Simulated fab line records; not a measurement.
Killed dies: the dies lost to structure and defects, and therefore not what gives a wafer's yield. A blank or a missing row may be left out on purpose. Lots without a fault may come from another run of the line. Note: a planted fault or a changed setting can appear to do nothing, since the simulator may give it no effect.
fab line records -- flow ritCmos
[record] lots = 6, wafers = 18, lastDay = 7
route steps=202 shown SDANNEAL@155 PSD@157 NSD@158 PLDD@159 NLDD@160 SILICIDE@161 CONTACT@168
lots that met no fault: taken from a fault-free run of the same line
startH: hours from the record's opening day to when the first of the lot's shown wafers began -- waitH: hours from the lot's prior step to this one -- " as in the row above -- L1.1+2: several wafers, shown together as one row -- - no value, or no start was given -- * or withheld: withheld -- < > ~ a bound
route shown NAME@n: names a module that has steps shown in the file, with the first one's number in the route -- usual: mean and standard deviation over wafers with no fault -- same: alike in all rows -- chamber/n: place in a boat -- sites: the reading at each site -- _std_site: their standard deviation -- _edge_site: the outer-site mean with the inner-site mean subtracted -- radiusMm: how far each site lies from the wafer's centre -- mask NAME#n: copy n -- behind: tool/chamber where the wafer was last shaped -- hold: the reason the lot was held/the length of the hold in hours/how it ended -- device: the n, p or np transistor that did not switch -- end of line: tests run on the same wafers once the route is complete -- for a step that has no rows: nothing shown but its recipe -- killed: dies lost to structure and defects at the first sort, not the wafer's yield -- map: dies across one wafer; x = killed, . = not, _ = none there
set.NAME: the setting the step ran with; set.NAME@STEP: the setting that earlier step ran with -- model.NAME: the simulator's own value behind a step, which no gauge read
lots at selected steps of the route; one table per step, one row per wafer
services: from which hour (startH, from the record's first day; less than 0 if before it) a tool's chamber was out of use, for how many hours, and why
[[steps]]
[step RIT_SDANNEAL_CLEAN_02]
[recipe] chemistry = SC2, mix = 3:3:50, timeS = 600, tempC = 75, dry = n2Spin
[step RIT_SDANNEAL_RTA_03]
[recipe] tempC = 1050, timeS = 5, idleTempC = 600, rampUpCPerS = 342, rampDownCPerS = 171, coolToC = 600, ambient = N2
[usual] annealTempCMax = 1058.2/1.6, wafer_temp_C_max = 1053.4/1.2
lot.wafer,tool,chamber,startH,waitH,annealTempCMax,wafer_temp_C_max
L361.3,rtpAnneal-01,0,65.22,0.0,1055.9,1054.3
L361.5,rtpAnneal-01,0,65.22,0.0,1056.8,1053.8
L361.6,rtpAnneal-01,0,65.22,0.0,1056.8,1053.4
L365.1,rtpAnneal-01,0,80.41,0.0,1058.1,1053.0
L365.3,rtpAnneal-01,0,80.41,0.0,1057.6,1054.9
L365.5,rtpAnneal-01,0,80.41,0.0,1055.5,1052.8
L371.3,rtpAnneal-01,0,116.93,0.0,1058.2,1054.2
L371.4,rtpAnneal-01,0,116.93,0.0,1056.0,1051.8
L371.6,rtpAnneal-01,0,116.93,0.0,1057.3,1053.7
L375.2,rtpAnneal-01,0,135.84,0.0,1057.4,1052.0
L375.5,rtpAnneal-01,0,135.84,0.0,1059.4,1054.8
L375.6,rtpAnneal-01,0,135.84,0.0,1057.8,1051.3
L378.1,rtpAnneal-02,0,151.13,0.0,1057.1,1053.5
L378.2,rtpAnneal-02,0,151.13,0.0,1059.7,1055.9
L378.6,rtpAnneal-02,0,151.13,0.0,1060.4,1055.8
L380.1,rtpAnneal-01,0,155.72,0.0,1055.7,1052.0
L380.4,rtpAnneal-01,0,155.72,0.0,1058.0,1052.4
L380.6,rtpAnneal-01,0,155.72,0.0,1056.2,1053.2
[step RIT_SDANNEAL_RS_MEAS_04]
[recipe] thkMeasGauge = four-point-probe
[usual] PSD_RS = 116.06/0.29
lot.wafer,tool,chamber,startH,waitH,PSD_RS[ohm/sq]
L361.3,filmMetro-04,-,65.30,0.1,115.95
L361.5,filmMetro-04,-,65.30,0.1,116.00
L361.6,filmMetro-04,-,65.30,0.1,116.01
L365.1,filmMetro-02,-,80.47,0.0,115.92
L365.3,filmMetro-02,-,80.47,0.0,116.26
L365.5,filmMetro-02,-,80.47,0.0,116.41
L371.3,filmMetro-02,-,117.01,0.1,116.01
L371.4,filmMetro-02,-,117.01,0.1,115.97
L371.6,filmMetro-02,-,117.01,0.1,115.90
L375.2,filmMetro-04,-,135.91,0.1,116.22
L375.5,filmMetro-04,-,135.91,0.1,115.84
L375.6,filmMetro-04,-,135.91,0.1,115.76
L378.1,filmMetro-02,-,151.19,0.0,116.41
L378.2,filmMetro-02,-,151.19,0.0,116.33
L378.6,filmMetro-02,-,151.19,0.0,116.46
L380.1,filmMetro-03,-,155.78,0.0,115.91
L380.4,filmMetro-03,-,155.78,0.0,115.80
L380.6,filmMetro-03,-,155.78,0.0,115.98
[step RIT_SDANNEAL_RS_MEAS_05]
[recipe] thkMeasGauge = four-point-probe
[usual] NSD_RS = 84.43/0.28
lot.wafer,tool,chamber,startH,waitH,NSD_RS[ohm/sq]
L361.3,filmMetro-04,-,65.42,0.1,84.43
L361.5,filmMetro-04,-,65.42,0.1,84.11
L361.6,filmMetro-04,-,65.42,0.1,84.33
L365.1,filmMetro-02,-,80.59,0.1,84.79
L365.3,filmMetro-02,-,80.59,0.1,84.74
L365.5,filmMetro-02,-,80.59,0.1,84.34
L371.3,filmMetro-02,-,117.13,0.1,84.61
L371.4,filmMetro-02,-,117.13,0.1,84.63
L371.6,filmMetro-02,-,117.13,0.1,84.76
L375.2,filmMetro-04,-,136.03,0.1,84.68
L375.5,filmMetro-04,-,136.03,0.1,84.35
L375.6,filmMetro-04,-,136.03,0.1,84.18
L378.1,filmMetro-02,-,151.31,0.1,84.32
L378.2,filmMetro-02,-,151.31,0.1,84.57
L378.6,filmMetro-02,-,151.31,0.1,84.84
L380.1,filmMetro-03,-,155.90,0.1,84.45
L380.4,filmMetro-03,-,155.90,0.1,84.49
L380.6,filmMetro-03,-,155.90,0.1,84.24
[step RIT_SDANNEAL_RS_MEAS_06]
[recipe] thkMeasGauge = four-point-probe
[usual] PLDD_RS = 178.8/0.47
lot.wafer,tool,chamber,startH,waitH,PLDD_RS[ohm/sq]
L361.3,filmMetro-04,-,65.54,0.1,178.4
L361.5,filmMetro-04,-,65.54,0.1,179.3
L361.6,filmMetro-04,-,65.54,0.1,178.9
L365.1,filmMetro-02,-,80.71,0.1,178.2
L365.3,filmMetro-02,-,80.71,0.1,179.2
L365.5,filmMetro-02,-,80.71,0.1,179.0
L371.3,filmMetro-02,-,117.25,0.1,179.1
L371.4,filmMetro-02,-,117.25,0.1,179.2
L371.6,filmMetro-02,-,117.25,0.1,179.2
L375.2,filmMetro-04,-,136.15,0.1,178.1
L375.5,filmMetro-04,-,136.15,0.1,178.9
L375.6,filmMetro-04,-,136.15,0.1,178.4
L378.1,filmMetro-02,-,151.43,0.1,179.3
L378.2,filmMetro-02,-,151.43,0.1,178.9
L378.6,filmMetro-02,-,151.43,0.1,179.3
L380.1,filmMetro-03,-,156.02,0.1,178.2
L380.4,filmMetro-03,-,156.02,0.1,177.9
L380.6,filmMetro-03,-,156.02,0.1,178.5
[step RIT_SDANNEAL_RS_MEAS_07]
[recipe] thkMeasGauge = four-point-probe
[usual] NLDD_RS = 152.7/0.54
lot.wafer,tool,chamber,startH,waitH,NLDD_RS[ohm/sq]
L361.3,filmMetro-04,-,65.66,0.1,152.4
L361.5,filmMetro-04,-,65.66,0.1,152.5
L361.6,filmMetro-04,-,65.66,0.1,152.7
L365.1,filmMetro-02,-,80.83,0.1,152.9
L365.3,filmMetro-02,-,80.83,0.1,152.8
L365.5,filmMetro-02,-,80.83,0.1,152.8
L371.3,filmMetro-02,-,117.37,0.1,153.2
L371.4,filmMetro-02,-,117.37,0.1,152.9
L371.6,filmMetro-02,-,117.37,0.1,153.4
L375.2,filmMetro-04,-,136.27,0.1,152.4
L375.5,filmMetro-04,-,136.27,0.1,153.4
L375.6,filmMetro-04,-,136.27,0.1,152.6
L378.1,filmMetro-02,-,151.55,0.1,153.0
L378.2,filmMetro-02,-,151.55,0.1,153.3
L378.6,filmMetro-02,-,151.55,0.1,152.7
L380.1,filmMetro-03,-,156.14,0.1,152.9
L380.4,filmMetro-03,-,156.14,0.1,153.0
L380.6,filmMetro-03,-,156.14,0.1,153.0
[step RIT_SILICIDE_WET_ETCH_00]
[recipe] chemistry = BOE, target = SiO2, targetDepthNm = 14, timeS = 15.47, dry = n2Spin, dilution = 10:1, tempC = 21.5
[step RIT_SILICIDE_SPUTTER_01]
[recipe] material = Ti, targetThkNm = 30, powerW = 350, chamberPressurePa = 0.667, gas = Ar, timeS = 240, substrateTempC = 25
[usual] cathodeDcPowerW = 350.00/0.061, throttleValvePct = 29.9/1.3
lot.wafer,tool,chamber,startH,waitH,cathodeDcPowerW,throttleValvePct
L361.3,pvdSputter-01,-,65.75,0.0,350.01,29.5
L361.5,pvdSputter-01,-,65.75,0.0,350.02,29.3
L361.6,pvdSputter-01,-,65.75,0.0,350.05,27.1
L365.1,pvdSputter-01,-,80.96,0.0,350.05,27.4
L365.3,pvdSputter-01,-,80.96,0.0,350.04,29.4
L365.5,pvdSputter-01,-,80.96,0.0,350.00,29.3
L371.3,pvdSputter-02,-,117.47,0.0,349.93,31.2
L371.4,pvdSputter-02,-,117.47,0.0,350.00,30.6
L371.6,pvdSputter-02,-,117.47,0.0,349.95,30.5
L375.2,pvdSputter-02,-,136.38,0.0,350.04,31.2
L375.5,pvdSputter-02,-,136.38,0.0,349.92,30.3
L375.6,pvdSputter-02,-,136.38,0.0,349.89,32.2
L378.1,pvdSputter-01,-,151.68,0.0,350.05,27.3
L378.2,pvdSputter-01,-,151.68,0.0,350.04,29.7
L378.6,pvdSputter-01,-,151.68,0.0,350.01,29.6
L380.1,pvdSputter-04,-,156.27,0.0,349.99,29.9
L380.4,pvdSputter-04,-,156.27,0.0,350.03,31.9
L380.6,pvdSputter-04,-,156.27,0.0,350.11,30.0
[step RIT_SILICIDE_RS_MEAS_02]
[recipe] thkMeasGauge = four-point-probe, reads = Ti_of_SILICIDE_SPUTTER_01
[usual] SILICIDE_TI_RS = 48.0/0.69
lot.wafer,tool,chamber,startH,waitH,SILICIDE_TI_RS[ohm/sq]
L361.3,filmMetro-04,-,65.94,0.1,48.2
L361.5,filmMetro-04,-,65.94,0.1,47.8
L361.6,filmMetro-04,-,65.94,0.1,47.7
L365.1,filmMetro-01,-,81.11,0.1,47.9
L365.3,filmMetro-01,-,81.11,0.1,48.6
L365.5,filmMetro-01,-,81.11,0.1,48.3
L371.3,filmMetro-03,-,117.66,0.1,47.5
L371.4,filmMetro-03,-,117.66,0.1,47.3
L371.6,filmMetro-03,-,117.66,0.1,46.5
L375.2,filmMetro-01,-,136.55,0.1,47.1
L375.5,filmMetro-01,-,136.55,0.1,46.8
L375.6,filmMetro-01,-,136.55,0.1,46.8
L378.1,filmMetro-01,-,151.85,0.1,47.7
L378.2,filmMetro-01,-,151.85,0.1,47.8
L378.6,filmMetro-01,-,151.85,0.1,48.0
L380.1,filmMetro-01,-,156.42,0.1,48.6
L380.4,filmMetro-01,-,156.42,0.1,48.7
L380.6,filmMetro-01,-,156.42,0.1,48.2
[step RIT_SILICIDE_THK_MEAS_03]
[recipe] thkMeasGauge = xrf, reads = Ti_of_SILICIDE_SPUTTER_01
[usual] SILICIDE_TI_THK = 30.2/0.39
lot.wafer,tool,chamber,startH,waitH,SILICIDE_TI_THK[nm]
L361.3,filmMetro-04,-,66.04,0.1,30.4
L361.5,filmMetro-04,-,66.04,0.1,30.5
L361.6,filmMetro-04,-,66.04,0.1,30.7
L365.1,filmMetro-01,-,81.23,0.1,30.0
L365.3,filmMetro-01,-,81.23,0.1,29.8
L365.5,filmMetro-01,-,81.23,0.1,29.9
L371.3,filmMetro-03,-,117.76,0.1,30.3
L371.4,filmMetro-03,-,117.76,0.1,30.5
L371.6,filmMetro-03,-,117.76,0.1,30.9
L375.2,filmMetro-01,-,136.66,0.1,30.5
L375.5,filmMetro-01,-,136.66,0.1,30.7
L375.6,filmMetro-01,-,136.66,0.1,30.5
L378.1,filmMetro-01,-,151.97,0.1,30.3
L378.2,filmMetro-01,-,151.97,0.1,30.1
L378.6,filmMetro-01,-,151.97,0.1,30.1
L380.1,filmMetro-01,-,156.54,0.1,29.8
L380.4,filmMetro-01,-,156.54,0.1,29.9
L380.6,filmMetro-01,-,156.54,0.1,30.1
[step RIT_SILICIDE_RTA_04]
[recipe] tempC = 650, timeS = 10, idleTempC = 25, rampUpS = 5, rampDownS = 5, coolToC = 25, ambient = N2
[usual] annealTempCMax = 654.9/0.95, wafer_temp_C_max = 653.5/0.71
lot.wafer,tool,chamber,startH,waitH,annealTempCMax,wafer_temp_C_max
L361.3,rtpAnneal-01,0,66.10,0.1,654.8,654.3
L361.5,rtpAnneal-01,0,66.10,0.1,654.7,653.2
L361.6,rtpAnneal-01,0,66.10,0.1,654.1,652.8
L365.1,rtpAnneal-01,0,81.29,0.1,654.1,653.2
L365.3,rtpAnneal-01,0,81.29,0.1,652.8,652.4
L365.5,rtpAnneal-01,0,81.29,0.1,654.4,652.6
L371.3,rtpAnneal-02,0,117.82,0.1,655.8,653.2
L371.4,rtpAnneal-02,0,117.82,0.1,655.5,654.0
L371.6,rtpAnneal-02,0,117.82,0.1,655.1,653.6
L375.2,rtpAnneal-02,0,136.72,0.1,656.5,653.2
L375.5,rtpAnneal-02,0,136.72,0.1,654.7,653.3
L375.6,rtpAnneal-02,0,136.72,0.1,656.2,652.2
L378.1,rtpAnneal-01,0,152.03,0.1,656.7,653.9
L378.2,rtpAnneal-01,0,152.03,0.1,654.3,653.1
L378.6,rtpAnneal-01,0,152.03,0.1,654.0,653.3
L380.1,rtpAnneal-01,0,156.60,0.1,654.8,653.4
L380.4,rtpAnneal-01,0,156.60,0.1,655.6,654.3
L380.6,rtpAnneal-01,0,156.60,0.1,653.8,653.2
[step RIT_SILICIDE_WET_ETCH_05]
[recipe] chemistry = SPM, target = Ti, tempC = 90, timeS = 120, dry = n2Spin
[step RIT_SILICIDE_RTA_06]
[recipe] tempC = 750, timeS = 10, idleTempC = 25, rampUpS = 5, rampDownS = 10, coolToC = 25, ambient = N2
[usual] wafer_temp_C_max = 753.8/0.76
lot.wafer,tool,chamber,startH,waitH,wafer_temp_C_max
L361.3,rtpAnneal-02,0,66.21,0.0,753.5
L361.5,rtpAnneal-02,0,66.21,0.0,752.9
L361.6,rtpAnneal-02,0,66.21,0.0,754.2
L365.1,rtpAnneal-01,0,81.40,0.0,754.1
L365.3,rtpAnneal-01,0,81.40,0.0,753.3
L365.5,rtpAnneal-01,0,81.40,0.0,754.7
L371.3,rtpAnneal-01,0,117.93,0.0,742.1
L371.4,rtpAnneal-01,0,117.93,0.0,741.9
L371.6,rtpAnneal-01,0,117.93,0.0,743.1
L375.2,rtpAnneal-01,0,136.83,0.0,742.4
L375.5,rtpAnneal-01,0,136.83,0.0,741.8
L375.6,rtpAnneal-01,0,136.83,0.0,742.9
L378.1,rtpAnneal-02,0,152.14,0.0,753.9
L378.2,rtpAnneal-02,0,152.14,0.0,753.9
L378.6,rtpAnneal-02,0,152.14,0.0,754.2
L380.1,rtpAnneal-02,0,156.71,0.0,753.6
L380.4,rtpAnneal-02,0,156.71,0.0,753.2
L380.6,rtpAnneal-02,0,156.71,0.0,754.4
[step RIT_CONTACT_CVD_00]
[recipe] material = SiO2, targetThkNm = 400, precursor = TEOS, tempC = 390, timeS = 59.75, rfW = 400
[usual] heaterPowerW = 340/47
lot.wafer,tool,chamber,startH,waitH,heaterPowerW
L361.3,pecvd-03,2,66.26,0.0,428
L361.5,pecvd-03,2,66.26,0.0,323
L361.6,pecvd-03,0,66.26,0.0,401
L365.1,pecvd-01,0,81.47,0.1,403
L365.3,pecvd-01,1,81.47,0.1,286
L365.5,pecvd-01,2,81.47,0.1,361
L371.3,pecvd-01,2,117.98,0.0,348
L371.4,pecvd-01,2,117.98,0.0,360
L371.6,pecvd-01,1,117.98,0.0,269
L375.2,pecvd-04,1,136.89,0.0,318
L375.5,pecvd-04,0,136.89,0.0,358
L375.6,pecvd-04,1,136.89,0.0,322
L378.1,pecvd-04,2,152.21,0.1,346
L378.2,pecvd-04,0,152.21,0.1,382
L378.6,pecvd-04,0,152.21,0.1,389
L380.1,pecvd-03,1,156.78,0.1,326
L380.4,pecvd-03,0,156.78,0.1,351
L380.6,pecvd-03,1,156.78,0.1,332
[[services]]
tool,chamber,startH,hours,kind
pecvd-03,-,49.22,0.8,pm
rtpAnneal-02,-,80.50,6.7,pm
pecvd-03,1,94.74,8.4,repair
pvdSputter-04,-,109.23,4.8,repair
pecvd-03,1,142.16,7.6,repair
[[key]]
[firstSign] step = RIT_SILICIDE_RTA_06, reading = wafer_temp_C_max, direction = down, sigmas = 15, usual = *, struck = *
effect none on later readings
metAt RIT_SILICIDE_RTA_06
struckWafers L371.3,L371.4,L371.6,L375.2,L375.5,L375.6
testerLeftOut L371,L375
onsetBetween 81.40 117.93
[earlierFault] kind = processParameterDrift, tool = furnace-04, chamber = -, onsetH = 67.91, steps = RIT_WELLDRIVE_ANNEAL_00, channel = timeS, offset = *, shape = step, endH = 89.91, actsIn = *, stated = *
[fault] kind = processParameterDrift, tool = rtpAnneal-01, chamber = -, onsetH = 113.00, steps = RIT_SILICIDE_RTA_06, channel = tempC, offset = *, shape = step, endH = 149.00, actsIn = *, stated = *
// testerLeftOut: of these lots the tester's yield and bins aren't shown, on N5 and GAA mostly nor the transistor test; their killed dies are dies lost to structure and defects alone, not to doping, threshold or leakage, so they don't give the yield
